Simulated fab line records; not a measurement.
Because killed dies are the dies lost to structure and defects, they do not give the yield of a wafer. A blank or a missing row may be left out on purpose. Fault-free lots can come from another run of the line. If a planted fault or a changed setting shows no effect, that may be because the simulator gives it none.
Which tool was responsible? || flow berkeley_cmos170 || 13 lots with 39 wafers sampled at 5 steps, on a route of 331 steps

WHAT EACH GAUGE READ, for each wafer
UCB170_PWELL_TW_MEAS_17. Usual: PWELL_TW 380, standard deviation 3.2.
{"lot": "L527", "measured": "day 3 03:46", "on": "film_metro-04", "PWELL_TW": "379 379 378", "flag": ""}
{"lot": "L528", "measured": "day 3 14:43", "on": "film_metro-01", "PWELL_TW": "377 376 376", "flag": ""}
{"lot": "L529", "measured": "day 3 22:17", "on": "film_metro-03", "PWELL_TW": "380 381 380", "flag": ""}
{"lot": "L530", "measured": "day 3 22:28", "on": "film_metro-04", "PWELL_TW": "381 381 380", "flag": ""}
{"lot": "L534", "measured": "day 5 00:17", "on": "film_metro-01", "PWELL_TW": "377 376 375", "flag": ""}
{"lot": "L537", "measured": "day 5 08:16", "on": "film_metro-03", "PWELL_TW": "384 382 383", "flag": ""}
{"lot": "L539", "measured": "day 5 23:45", "on": "film_metro-04", "PWELL_TW": "379 379 380", "flag": ""}
{"lot": "L541", "measured": "day 6 07:43", "on": "film_metro-01", "PWELL_TW": "378 377 376", "flag": ""}
{"lot": "L542", "measured": "day 6 15:32", "on": "film_metro-03", "PWELL_TW": "384 383 386", "flag": ""}
{"lot": "L545", "measured": "day 7 01:47", "on": "film_metro-01", "PWELL_TW": "378 378 378", "flag": ""}
{"lot": "L548", "measured": "day 7 17:40", "on": "film_metro-04", "PWELL_TW": "377 381 379", "flag": ""}
{"lot": "L549", "measured": "day 7 17:51", "on": "film_metro-03", "PWELL_TW": "384 386 384", "flag": ""}
{"lot": "L550", "measured": "day 8 04:59", "on": "film_metro-01", "PWELL_TW": "377 377 377", "flag": ""}

UCB170_ACTIVE_THK_MEAS_03. Usual: ACTIVE_OXIDE_THK 26.3 nm, standard deviation 0.53.
{"lot": "L527", "measured": "day 4 01:16", "on": "film_metro-02", "ACTIVE_OXIDE_THK (nm)": "25.6 25.9 25.7", "flag": ""}
{"lot": "L528", "measured": "day 4 19:37", "on": "film_metro-02", "ACTIVE_OXIDE_THK (nm)": "26.1 26.6 26.7", "flag": ""}
{"lot": "L529", "measured": "day 5 03:05", "on": "film_metro-03", "ACTIVE_OXIDE_THK (nm)": "27.0 26.5 26.5", "flag": ""}
{"lot": "L530", "measured": "day 5 03:05", "on": "film_metro-04", "ACTIVE_OXIDE_THK (nm)": "27.4 27.5 27.8", "flag": ""}
{"lot": "L534", "measured": "day 5 21:17", "on": "film_metro-03", "ACTIVE_OXIDE_THK (nm)": "26.6 26.7 26.7", "flag": ""}
{"lot": "L537", "measured": "day 6 08:25", "on": "film_metro-03", "ACTIVE_OXIDE_THK (nm)": "25.9 26.7 26.5", "flag": ""}
{"lot": "L539", "measured": "day 6 22:37", "on": "film_metro-02", "ACTIVE_OXIDE_THK (nm)": "27.7 26.8 27.0", "flag": ""}
{"lot": "L541", "measured": "day 7 11:24", "on": "film_metro-03", "ACTIVE_OXIDE_THK (nm)": "26.6 26.6 26.4", "flag": ""}
{"lot": "L542", "measured": "day 7 15:50", "on": "film_metro-04", "ACTIVE_OXIDE_THK (nm)": "26.7 26.7 26.9", "flag": ""}
{"lot": "L545", "measured": "day 8 05:33", "on": "film_metro-03", "ACTIVE_OXIDE_THK (nm)": "26.4 26.2 25.9", "flag": ""}
{"lot": "L548", "measured": "day 8 18:25", "on": "film_metro-03", "ACTIVE_OXIDE_THK (nm)": "25.3 25.4 25.6", "flag": ""}
{"lot": "L549", "measured": "day 8 18:27", "on": "film_metro-02", "ACTIVE_OXIDE_THK (nm)": "26.2 25.9 25.9", "flag": ""}
{"lot": "L550", "measured": "day 9 03:31", "on": "film_metro-02", "ACTIVE_OXIDE_THK (nm)": "25.8 25.9 25.5", "flag": ""}

UCB170_FIELD_THK_MEAS_91. Usual: FIELD_OXIDE_LEFT_2_THK 351 nm, standard deviation 9.
{"lot": "L527", "measured": "day 6 02:37", "on": "film_metro-03", "FIELD_OXIDE_LEFT_2_THK (nm)": "367 369 367", "flag": ""}
{"lot": "L528", "measured": "day 6 17:36", "on": "film_metro-03", "FIELD_OXIDE_LEFT_2_THK (nm)": "359 359 361", "flag": ""}
{"lot": "L529", "measured": "day 7 07:10", "on": "film_metro-01", "FIELD_OXIDE_LEFT_2_THK (nm)": "352 351 353", "flag": ""}
{"lot": "L530", "measured": "day 7 06:26", "on": "film_metro-04", "FIELD_OXIDE_LEFT_2_THK (nm)": "356 365 364", "flag": ""}
{"lot": "L534", "measured": "day 8 03:25", "on": "film_metro-01", "FIELD_OXIDE_LEFT_2_THK (nm)": "358 360 360", "flag": ""}
{"lot": "L537", "measured": "day 8 11:29", "on": "film_metro-01", "FIELD_OXIDE_LEFT_2_THK (nm)": "347 353 352", "flag": ""}
{"lot": "L539", "measured": "day 9 03:29", "on": "film_metro-03", "FIELD_OXIDE_LEFT_2_THK (nm)": "355 359 350", "flag": ""}
{"lot": "L541", "measured": "day 9 14:16", "on": "film_metro-03", "FIELD_OXIDE_LEFT_2_THK (nm)": "353 355 349", "flag": ""}
{"lot": "L542", "measured": "day 9 14:04", "on": "film_metro-03", "FIELD_OXIDE_LEFT_2_THK (nm)": "334 337 346", "flag": ""}
{"lot": "L545", "measured": "day 10 05:38", "on": "film_metro-01", "FIELD_OXIDE_LEFT_2_THK (nm)": "345 346 335", "flag": ""}
{"lot": "L548", "measured": "day 10 19:22", "on": "film_metro-01", "FIELD_OXIDE_LEFT_2_THK (nm)": "333 352 340", "flag": ""}
{"lot": "L549", "measured": "day 10 19:05", "on": "film_metro-04", "FIELD_OXIDE_LEFT_2_THK (nm)": "353 339 345", "flag": ""}
{"lot": "L550", "measured": "day 11 11:04", "on": "film_metro-01", "FIELD_OXIDE_LEFT_2_THK (nm)": "359 367 353", "flag": ""}

EACH LOT AND THE TOOL THAT RAN IT (in order: tool; ch and the chambers of the sampled wafers; start)
{"lot": "L527", "UCB170_PFIELD_COAT_01": "litho_track-03 ch 0, day 4 12:05", "UCB170_PFIELD_STRIP_08": "plasma_asher-03 ch 1, day 4 13:04"}
{"lot": "L528", "UCB170_PFIELD_COAT_01": "litho_track-02 ch 0, day 5 07:23", "UCB170_PFIELD_STRIP_08": "plasma_asher-03 ch 0,1, day 5 08:35"}
{"lot": "L529", "UCB170_PFIELD_COAT_01": "litho_track-03 ch 0, day 5 12:59", "UCB170_PFIELD_STRIP_08": "plasma_asher-01 ch 0,1, day 5 14:28"}
{"lot": "L530", "UCB170_PFIELD_COAT_01": "litho_track-04 ch 0, day 5 13:13", "UCB170_PFIELD_STRIP_08": "plasma_asher-03 ch 0,1, day 5 14:45"}
{"lot": "L534", "UCB170_PFIELD_COAT_01": "litho_track-02 ch 0, day 6 11:30", "UCB170_PFIELD_STRIP_08": "plasma_asher-01 ch 0,1, day 6 12:45"}
{"lot": "L537", "UCB170_PFIELD_COAT_01": "litho_track-03 ch 0, day 6 18:06", "UCB170_PFIELD_STRIP_08": "plasma_asher-02 ch 0,1, day 6 19:38"}
{"lot": "L539", "UCB170_PFIELD_COAT_01": "litho_track-03 ch 0, day 7 11:03", "UCB170_PFIELD_STRIP_08": "plasma_asher-03 ch 1, day 7 11:58"}
{"lot": "L541", "UCB170_PFIELD_COAT_01": "litho_track-02 ch 0, day 7 23:26", "UCB170_PFIELD_STRIP_08": "plasma_asher-03 ch 0,1, day 8 01:05"}
{"lot": "L542", "UCB170_PFIELD_COAT_01": "litho_track-02 ch 0, day 8 01:11", "UCB170_PFIELD_STRIP_08": "plasma_asher-03 ch 0,1, day 8 02:29"}
{"lot": "L545", "UCB170_PFIELD_COAT_01": "litho_track-02 ch 0, day 8 15:56", "UCB170_PFIELD_STRIP_08": "plasma_asher-03 ch 1, day 8 16:56"}
{"lot": "L548", "UCB170_PFIELD_COAT_01": "litho_track-04 ch 0, day 9 06:22", "UCB170_PFIELD_STRIP_08": "plasma_asher-01 ch 0,1, day 9 07:28"}
{"lot": "L549", "UCB170_PFIELD_COAT_01": "litho_track-02 ch 0, day 9 06:28", "UCB170_PFIELD_STRIP_08": "plasma_asher-03 ch 0,1, day 9 07:49"}
{"lot": "L550", "UCB170_PFIELD_COAT_01": "litho_track-02 ch 0, day 9 14:20", "UCB170_PFIELD_STRIP_08": "plasma_asher-02 ch 0,1, day 9 15:26"}
- UCB170_PFIELD_COAT_01: resist thk 900 nm.
- UCB170_PFIELD_STRIP_08: strips in O2.

AS READ BY THE TOOLS THEMSELVES (means over the sampled wafers that have a number; for cases with no such wafer, the mark the record gives instead)
UCB170_PFIELD_COAT_01. Usual: exhaust_pa 44.9 Pa, standard deviation 0.83; spin_speed_rpm 1500.2 rpm, standard deviation 0.94.
{"lot": "L527", "tool": "litho_track-03", "exhaust_pa (Pa)": 44.6, "spin_speed_rpm (rpm)": 1500.1, "flag": ""}
{"lot": "L528", "tool": "litho_track-02", "exhaust_pa (Pa)": 44.5, "spin_speed_rpm (rpm)": 1500.8, "flag": ""}
{"lot": "L529", "tool": "litho_track-03", "exhaust_pa (Pa)": 44.2, "spin_speed_rpm (rpm)": 1500.8, "flag": ""}
{"lot": "L530", "tool": "litho_track-04", "exhaust_pa (Pa)": 44.6, "spin_speed_rpm (rpm)": 1500.7, "flag": ""}
{"lot": "L534", "tool": "litho_track-02", "exhaust_pa (Pa)": 45.0, "spin_speed_rpm (rpm)": 1499.2, "flag": ""}
{"lot": "L537", "tool": "litho_track-03", "exhaust_pa (Pa)": 44.4, "spin_speed_rpm (rpm)": 1272.7, "flag": "OFF"}
{"lot": "L539", "tool": "litho_track-03", "exhaust_pa (Pa)": 45.6, "spin_speed_rpm (rpm)": 1272.9, "flag": "OFF"}
{"lot": "L541", "tool": "litho_track-02", "exhaust_pa (Pa)": 45.0, "spin_speed_rpm (rpm)": 1501.6, "flag": ""}
{"lot": "L542", "tool": "litho_track-02", "exhaust_pa (Pa)": 45.1, "spin_speed_rpm (rpm)": 1499.5, "flag": ""}
{"lot": "L545", "tool": "litho_track-02", "exhaust_pa (Pa)": 44.3, "spin_speed_rpm (rpm)": 1498.5, "flag": ""}
{"lot": "L548", "tool": "litho_track-04", "exhaust_pa (Pa)": 44.7, "spin_speed_rpm (rpm)": 1500.4, "flag": ""}
{"lot": "L549", "tool": "litho_track-02", "exhaust_pa (Pa)": 44.2, "spin_speed_rpm (rpm)": 1500.8, "flag": ""}
{"lot": "L550", "tool": "litho_track-02", "exhaust_pa (Pa)": 44.0, "spin_speed_rpm (rpm)": 1498.7, "flag": ""}

UCB170_PFIELD_STRIP_08. Usual: drypump_motor_current_A 5.9 A, standard deviation 0.4; o2_flow_sccm 399.9 sccm, standard deviation 1.2; oes_product_au 0.734 a.u., standard deviation 0.0045; strip_time_to_endpoint_s 21.64 s, standard deviation 0.056.
{"lot": "L527", "tool": "plasma_asher-03", "drypump_motor_current_A (A)": 5.2, "o2_flow_sccm (sccm)": 400.2, "oes_product_au (a.u.)": 0.733, "strip_time_to_endpoint_s (s)": 21.67, "flag": ""}
{"lot": "L528", "tool": "plasma_asher-03", "drypump_motor_current_A (A)": 5.6, "o2_flow_sccm (sccm)": 400.5, "oes_product_au (a.u.)": 0.735, "strip_time_to_endpoint_s (s)": 21.69, "flag": ""}
{"lot": "L529", "tool": "plasma_asher-01", "drypump_motor_current_A (A)": 6.1, "o2_flow_sccm (sccm)": 399.2, "oes_product_au (a.u.)": 0.735, "strip_time_to_endpoint_s (s)": 21.62, "flag": ""}
{"lot": "L530", "tool": "plasma_asher-03", "drypump_motor_current_A (A)": 5.6, "o2_flow_sccm (sccm)": 401.5, "oes_product_au (a.u.)": 0.733, "strip_time_to_endpoint_s (s)": 21.62, "flag": ""}
{"lot": "L534", "tool": "plasma_asher-01", "drypump_motor_current_A (A)": 6.2, "o2_flow_sccm (sccm)": 400.5, "oes_product_au (a.u.)": 0.731, "strip_time_to_endpoint_s (s)": 21.58, "flag": ""}
{"lot": "L537", "tool": "plasma_asher-02", "drypump_motor_current_A (A)": 6.2, "o2_flow_sccm (sccm)": 400.7, "oes_product_au (a.u.)": 0.735, "strip_time_to_endpoint_s (s)": 23.48, "flag": "OFF"}
{"lot": "L539", "tool": "plasma_asher-03", "drypump_motor_current_A (A)": 5.2, "o2_flow_sccm (sccm)": 400.5, "oes_product_au (a.u.)": 0.733, "strip_time_to_endpoint_s (s)": 23.46, "flag": "OFF"}
{"lot": "L541", "tool": "plasma_asher-03", "drypump_motor_current_A (A)": 5.6, "o2_flow_sccm (sccm)": 398.6, "oes_product_au (a.u.)": 0.736, "strip_time_to_endpoint_s (s)": 21.68, "flag": ""}
{"lot": "L542", "tool": "plasma_asher-03", "drypump_motor_current_A (A)": 5.4, "o2_flow_sccm (sccm)": 400.5, "oes_product_au (a.u.)": 0.737, "strip_time_to_endpoint_s (s)": 21.64, "flag": ""}
{"lot": "L545", "tool": "plasma_asher-03", "drypump_motor_current_A (A)": 5.3, "o2_flow_sccm (sccm)": 401.5, "oes_product_au (a.u.)": 0.732, "strip_time_to_endpoint_s (s)": 21.70, "flag": ""}
{"lot": "L548", "tool": "plasma_asher-01", "drypump_motor_current_A (A)": 6.2, "o2_flow_sccm (sccm)": 400.9, "oes_product_au (a.u.)": 0.732, "strip_time_to_endpoint_s (s)": 21.64, "flag": ""}
{"lot": "L549", "tool": "plasma_asher-03", "drypump_motor_current_A (A)": 5.5, "o2_flow_sccm (sccm)": 399.7, "oes_product_au (a.u.)": 0.733, "strip_time_to_endpoint_s (s)": 21.71, "flag": ""}
{"lot": "L550", "tool": "plasma_asher-02", "drypump_motor_current_A (A)": 6.3, "o2_flow_sccm (sccm)": 400.1, "oes_product_au (a.u.)": 0.732, "strip_time_to_endpoint_s (s)": 21.71, "flag": ""}

THE ANSWER, worked out from the rows above alone
Rule: a lot is off if the mean of its wafers that have a number lies more than 3 standard deviations from the usual mean. Also off: a lot with no number at a reading for which 4 or more lots have one. All remaining lots with rows at the step are treated as sound. The gauges are gone through in route order, then the tools' own readings, and for those a lot's mean is taken as printed above. The first step at which some lot is off is used, and at that step the reading that is off furthest; a lot without a number counts as furthest.
Off at UCB170_PFIELD_COAT_01 (spin_speed_rpm): L537, L539.
If a tool, at that step or one of the process steps before it, ran each lot that is off and ran no sound lot following the first of them, it fits. One fits: UCB170_PFIELD_COAT_01 on litho_track-03. Its last sound lot is L529 (day 5 12:59), its first lot that is off L537 (day 6 18:06): a fault that began between those two fits.
On the lots that are off, the tool's own readings at UCB170_PFIELD_COAT_01 differ by more than 5 times the standard deviation of the sound lots' means, which bears it out; spin_speed_rpm reads 1272.8 rpm there versus 1500.1 rpm on the sound lots.

WHAT THE SIMULATOR HAD INSERTED
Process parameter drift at UCB170_PFIELD_COAT_01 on litho_track-03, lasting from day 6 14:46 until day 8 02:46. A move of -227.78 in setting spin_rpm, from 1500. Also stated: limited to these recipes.
Lots struck among those shown: L537, L539. The rule above found the same.
